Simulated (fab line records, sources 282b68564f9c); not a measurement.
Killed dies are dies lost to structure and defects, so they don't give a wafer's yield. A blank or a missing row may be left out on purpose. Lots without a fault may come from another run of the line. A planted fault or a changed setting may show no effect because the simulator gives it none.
Problem report in the 8D (eight disciplines) form, filled by code | flow rit_cmos | the parts of the form that need people (team, actions taken, sign-off) are left out

1. THE PROBLEM
heater_power_total_W at RIT_NWELL_HARDBAKE_07 reads a mean of 53.29 W on 9 wafers of 3 lots; wafers without a fault read 52.03 W with a standard deviation of 0.065. That is +19 standard deviations from the usual mean.
The step: time 120 s.
First seen on wafer L309.1, day 4 16:47, on litho_track-01. The record holds 45 wafers of 15 lots with a number at this step. Rule for "out", or "out of limits": more than 4 standard deviations from the usual mean. The other wafers with a number count as sound.

2. WHAT IT IS AND WHAT IT IS NOT
question                    | is                                 | is not
which readings at this step | heater_power_total_W, plate_temp_C | -
which lots                  | L309, L310, L313                   | L298, L299, L300, L301, L302, L303, L305, L306, L307, L308, L315, L319
which wafers of those lots  | all that have a number             | -
read on which tools         | litho_track-01                     | litho_track-03, litho_track-04
when                        | from day 4 16:47                   | up to then (30 sound wafers); but 6 sound wafers of L315, L319 came after

3. SUSPECTS, AND WHAT RULES EACH OUT
Counting: a tool at a process step up to the reading stays a suspect if it ran every lot that is out and no sound lot after the first of them.
- litho_track-01 at RIT_NWELL_HARDBAKE_07 (time 120 s): kept. It ran every lot that is out, first L309 (day 4 16:47), and no sound lot after that; its last sound lot up to then is L307 (day 4 04:44). Its own readings are out on those wafers: heater_power_total_W, plate_temp_C.
Left after counting: litho_track-01 at RIT_NWELL_HARDBAKE_07.

4. THE CAUSE (what the simulator had put in)
Process parameter drift: litho_track-01, from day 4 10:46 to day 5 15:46, at RIT_NWELL_HARDBAKE_07. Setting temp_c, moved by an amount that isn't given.
Counting left only this tool.

5. THE CHAIN OF EFFECTS, in route order
Each row: a reading whose mean over the struck wafers that have a number lies more than 3 standard deviations from the usual. Only readings for which the record gives a usual standard deviation are gone through. hours: the time from each lot's start at the first step in this table that gives one to its start at this step, as a median over the lots. sigmas: the change in usual standard deviations.
hours | step                  | reading              | usual    | on struck wafers | change | sigmas
0     | RIT_NWELL_HARDBAKE_07 | heater_power_total_W | 52.03 W  | 53.29            | +1.26  | +19
0     | RIT_NWELL_HARDBAKE_07 | plate_temp_C         | 140.00 C | 142.67           | +2.67  | +18
The process steps in it:
- RIT_NWELL_HARDBAKE_07: time 120 s.
Later measuring or inspecting steps at which every struck wafer that the step has a row for has a number for every such reading, and none has moved that far: RIT_PWELL_TW_MEAS_10.

6. WHAT WOULD HAVE CAUGHT IT SOONER
In this record the first reading out of limits was taken at day 4 16:47, 6 hours after the fault began at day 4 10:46.
